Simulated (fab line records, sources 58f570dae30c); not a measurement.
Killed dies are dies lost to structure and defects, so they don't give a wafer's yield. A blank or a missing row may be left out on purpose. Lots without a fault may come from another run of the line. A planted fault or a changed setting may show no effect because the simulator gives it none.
fab line records | flow berkeley_cmos170
record lots=5 wafers=15 last_day=14
route steps=331 shown ACTIVE@63
lots that met no fault: from a run of the same line without faults
start_h: hours from the record's first day to the start of the lot's first wafer shown | wait_h: hours since the lot's step before | " the same as in the row above | L1.1+2: a row that stands for several wafers | - no value, or no start given | * or withheld: withheld | < > ~ a bound
route shown NAME@n: a module of which the file shows steps, and the number in the route of the first | usual: mean/standard deviation of fault-free wafers | same: alike in all rows | chamber/n: place in a boat | sites: the reading at each site | _std_site: their standard deviation | _edge_site: outer sites' mean less inner sites' | radius_mm: how far each site lies from the wafer's centre | mask NAME#n: copy n | behind: the tool/chamber that last shaped the wafer | hold: why the lot was held/for how many hours/how that ended | device: the transistor (n, p or np) that didn't switch | end of line: the same wafers' tests at the end of the route | a step without rows: its recipe alone | killed: dies lost to structure and defects at the first sort, not the wafer's yield | map: a wafer's dies, x killed, . not, _ none there
set.NAME: the setting as run; set.NAME@STEP: as run at that earlier step | model.NAME: the simulator's own value behind a step, which no gauge read
lots at some steps of the route; a table a step, a row a wafer
services: from which hour (start_h, from the record's first day; less than 0 if before it) a tool's chamber was out of use, for how many hours, and why
## steps
# step UCB170_ACTIVE_THK_MEAS_03
# recipe reads=SiO2_of_ACTIVE_OXIDATION_02
# usual ACTIVE_OXIDE_THK=26.2/0.5
# columns lot.wafer tool chamber start_h wait_h ACTIVE_OXIDE_THK[nm]
L435.2 film_metro-01 - 81.14 0.0 26.0
L435.4 " - " " 26.3
L435.5 " - " " 26.0
L441.1 film_metro-01 - 104.92 0.0 25.7
L441.2 " - " " 25.6
L441.5 " - " " 26.0
L447.3 film_metro-03 - 149.34 0.0 25.7
L447.5 " - " " 25.4
L447.6 " - " " 25.9
L451.2 film_metro-01 - 176.88 0.0 26.3
L451.3 " - " " 25.8
L451.6 " - " " 26.2
L452.1 film_metro-03 - 203.99 0.1 26.4
L452.3 " - " " 26.5
L452.5 " - " " 26.1
# step UCB170_ACTIVE_ANNEAL_04
# recipe temp_c=1000 time_s=900 ambient=N2
# step UCB170_ACTIVE_CVD_05
# recipe material=Si3N4 target_thk_nm=220 temp_c=800 precursor=SiH2Cl2/NH3 time_s=3300 pressure_mtorr=200 sih2cl2_flow_sccm=25 nh3_flow_sccm=75
# step UCB170_ACTIVE_THK_MEAS_06
# recipe reads=Si3N4_of_ACTIVE_CVD_05
# usual ACTIVE_NITRIDE_THK=220.4/2
# columns lot.wafer tool chamber start_h wait_h ACTIVE_NITRIDE_THK[nm]
L435.2 film_metro-02 - 88.75 0.0 216.9
L435.4 " - " " 219.9
L435.5 " - " " 217.3
L441.1 film_metro-02 - 114.87 0.0 221.4
L441.2 " - " " 222.2
L441.5 " - " " 222.1
L447.3 film_metro-01 - 160.87 0.0 221.2
L447.5 " - " " 222.4
L447.6 " - " " 219.8
L451.2 film_metro-03 - 185.63 0.0 218.5
L451.3 " - " " 220.2
L451.6 " - " " 219.1
L452.1 film_metro-03 - 214.59 0.1 219.8
L452.3 " - " " 220.8
L452.5 " - " " 221.5
# step UCB170_ACTIVE_HMDS_07
# recipe prime_time_s=60 prime_temp_c=100
# step UCB170_ACTIVE_COAT_08
# recipe resist=KrF spin_rpm=1500 resist_thk_nm=900
# step UCB170_ACTIVE_SOFTBAKE_09
# recipe resist=KrF temp_c=130 time_s=60
# step UCB170_ACTIVE_EXPOSE_10
# recipe mask_id=ACTIVE target_cd_nm=1200 na=0.5 sigma_outer=0.6 source_shape=conventional dose_mj=20
# step UCB170_ACTIVE_PEB_11
# recipe peb_temp_c=130 peb_time_s=withheld resist=KrF
# step UCB170_ACTIVE_DEVELOP_12
# recipe developer=TMAH develop_time_s=45 resist=KrF dev_temp_c=21
# step UCB170_ACTIVE_CD_MEAS_13
# recipe target_cd_nm=1200
# usual cd_nm=1199.8/1.3
# columns lot.wafer tool chamber start_h wait_h cd_nm
L435.2 cd_sem-02 - 89.87 - 1199.6
L435.4 " - " " 1200.5
L435.5 " - " " 1201.8
L441.1 cd_sem-01 - 116.16 - 1199.0
L441.2 " - " " 1200.3
L441.5 " - " " 1199.7
L447.3 cd_sem-02 - 161.98 - 1201.8
L447.5 " - " " 1200.5
L447.6 " - " " 1200.5
L451.2 cd_sem-02 - 186.62 - 1200.9
L451.3 " - " " 1199.8
L451.6 " - " " 1199.9
L452.1 cd_sem-02 - 216.72 - 1198.0
L452.3 " - " " 1199.2
L452.5 " - " " 1197.3
# step UCB170_ACTIVE_OVL_MEAS_14
# usual ACTIVE_OVL=1/6.1
# columns lot.wafer tool chamber start_h wait_h ACTIVE_OVL[nm]
L435.2 overlay-02 - 89.98 0.1 0
L435.4 " - " " 2
L435.5 " - " " -7
L441.1 overlay-02 - 116.28 0.1 0
L441.2 " - " " 5
L441.5 " - " " 2
L447.3 overlay-01 - 162.08 0.1 1
L447.5 " - " " 3
L447.6 " - " " 2
L451.2 overlay-02 - 186.72 0.1 -8
L451.3 " - " " -3
L451.6 " - " " -3
L452.1 overlay-02 - 216.84 0.1 0
L452.3 " - " " 0
L452.5 " - " " 1
# step UCB170_ACTIVE_ETCH_15
# recipe chemistry=CH3F/Ar/O2 target=Si3N4 stop_on=SiO2 CH3F_flow_sccm=20 Ar_flow_sccm=50 O2_flow_sccm=7 pressure_mtorr=50 rf_w=450 target_depth_a=2420 over_etch_frac=0.09098 time_s=151
# usual drypump_motor_current_A=5.6/0.48 oes_product_au=0.939/0.016 throttle_valve_pct=8.09/0.12
# columns lot.wafer tool chamber start_h wait_h drypump_motor_current_A oes_product_au rf_hours_counter_h throttle_valve_pct model.KrF_of_ACTIVE_COAT_08.thk_nm
L435.2 rie_diel-04 2 90.01 0.0 4.9 0.933 114 8.26 722.3
L435.4 " 3 " " 5.2 0.928 12 7.90 720
L435.5 " 3 " " 5.2 0.935 - 7.91 723.4
L441.1 rie_diel-04 1 116.31 0.0 6.0 0.949 15 8.14 724.4
L441.2 " 0 " " 6.0 0.973 32 8.05 721.1
L441.5 " 0 " " 6.0 0.979 - 8.02 719.4
L447.3 rie_diel-04 3 162.10 0.0 5.1 0.923 14 7.92 739.5
L447.5 " 2 " " 4.9 0.944 - 8.26 726.9
L447.6 " 1 " " 6.0 0.954 - 8.15 728.9
L451.2 rie_diel-03 0 186.75 0.0 6.2 0.927 48 7.93 722.3
L451.3 " 2 " " 5.3 0.959 10 8.06 725.3
L451.6 " 3 " " 5.0 0.918 - 8.26 724.2
L452.1 rie_diel-01 3 216.87 0.0 6.2 0.930 62 7.90 725.4
L452.3 " 0 " " 5.4 0.919 91 8.10 722.7
L452.5 " 0 " " 5.4 0.924 - 8.12 724.3
# step UCB170_ACTIVE_STRIP_16
# recipe chemistry=O2 power_w=400 pressure_mtorr=3500 platen_temp_c=withheld o2_flow_sccm=400 overash_fraction=0.5
# usual drypump_motor_current_A=5.6/0.33 oes_product_au=0.721/0.005 strip_time_to_endpoint_s=18.11/0.076
# columns lot.wafer tool chamber start_h wait_h drypump_motor_current_A oes_product_au rf_hours_counter_h strip_time_to_endpoint_s
L435.2 plasma_asher-01 1 90.11 0.1 5.9 0.721 35 18.03
L435.4 " 0 " " 5.9 0.718 - 17.98
L435.5 " 1 " " 5.9 0.722 - 18.06
L441.1 plasma_asher-02 1 116.42 0.1 5.3 0.724 32 18.08
L441.2 " 0 " " 6.0 0.723 32 18.02
L441.5 " 1 " " 5.3 0.715 - 17.97
L447.3 plasma_asher-01 0 162.23 0.1 5.9 0.720 - 18.44
L447.5 " 0 " " 5.8 0.720 - 18.16
L447.6 " 1 " " 5.9 0.725 - 18.17
L451.2 plasma_asher-02 1 186.85 0.1 5.3 0.719 38 18.04
L451.3 " 1 " " 5.3 0.723 - 18.11
L451.6 " 0 " " 6.0 0.726 - 18.09
L452.1 plasma_asher-04 0 216.97 0.1 5.6 0.729 48 18.10
L452.3 " 0 " " 5.6 0.715 - 18.04
L452.5 " 0 " " 5.6 0.727 - 18.09
# step UCB170_ACTIVE_CD_MEAS_90
# recipe target_cd_nm=1200
# usual cd_nm=1199.8/1.3
# columns lot.wafer tool chamber start_h wait_h cd_nm
L435.2 cd_sem-01 - 90.23 0.1 1199.4
L435.4 " - " " 1200.6
L435.5 " - " " 1202.3
L441.1 cd_sem-01 - 116.52 0.1 1199.2
L441.2 " - " " 1200.3
L441.5 " - " " 1199.8
L447.3 cd_sem-01 - 162.34 0.1 1201.9
L447.5 " - " " 1200.4
L447.6 " - " " 1200.8
L451.2 cd_sem-01 - 186.97 0.1 1200.8
L451.3 " - " " 1200.0
L451.6 " - " " 1199.3
L452.1 cd_sem-02 - 217.11 0.1 1198.5
L452.3 " - " " 1199.0
L452.5 " - " " 1197.7
## services
# columns tool chamber start_h hours kind
rie_diel-03 3 108.36 3.3 repair
plasma_asher-01 - 108.75 9.0 pm
plasma_asher-01 0 108.75 9.0 vent_cycle
plasma_asher-01 1 108.75 9.0 vent_cycle
plasma_asher-02 - 111.49 2.8 pm
rie_diel-04 3 115.13 3.1 repair
rie_diel-03 - 115.58 1.1 repair
plasma_asher-01 0 117.75 - clean
plasma_asher-01 1 117.75 - clean
rie_diel-04 - 121.00 0.2 repair
plasma_asher-04 - 143.01 2.8 pm
rie_diel-01 - 154.56 0.1 repair
rie_diel-01 1 168.77 2.2 repair
rie_diel-03 1 176.25 13.1 repair
rie_diel-04 - 193.65 14.6 pm
rie_diel-01 2 209.79 - clean
rie_diel-01 2 209.79 11.9 scheduled_down
rie_diel-01 2 209.79 11.9 vent_cycle
rie_diel-04 - 216.55 0.1 repair
## key
first_sign step=UCB170_ACTIVE_STRIP_16 reading=strip_time_to_endpoint_s direction=up sigmas=4.4 usual=* struck=*
effect none on later readings
model_effect step=UCB170_ACTIVE_ETCH_15 value=KrF_of_ACTIVE_COAT_08.thk_nm without=728.5 struck=739.5
met_at UCB170_ACTIVE_ETCH_15
struck_wafers L447.3
sort_left_out L447.3
tester_left_out L447
onset_between 90.01 162.10
fault kind=process_parameter_drift tool=rie_diel-04 chamber=3 onset_h=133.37 steps=UCB170_ACTIVE_ETCH_15 channel=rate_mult offset=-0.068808 shape=step end_h=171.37
# tester_left_out: of these lots the tester's yield and bins aren't shown, on N5 and GAA mostly nor the transistor test; their killed dies are dies lost to structure and defects alone, not to doping, threshold or leakage, so they don't give the yield
# sort_left_out: the simulated sort isn't trusted on such a fault, so these wafers' sort isn't shown, and their yield isn't known
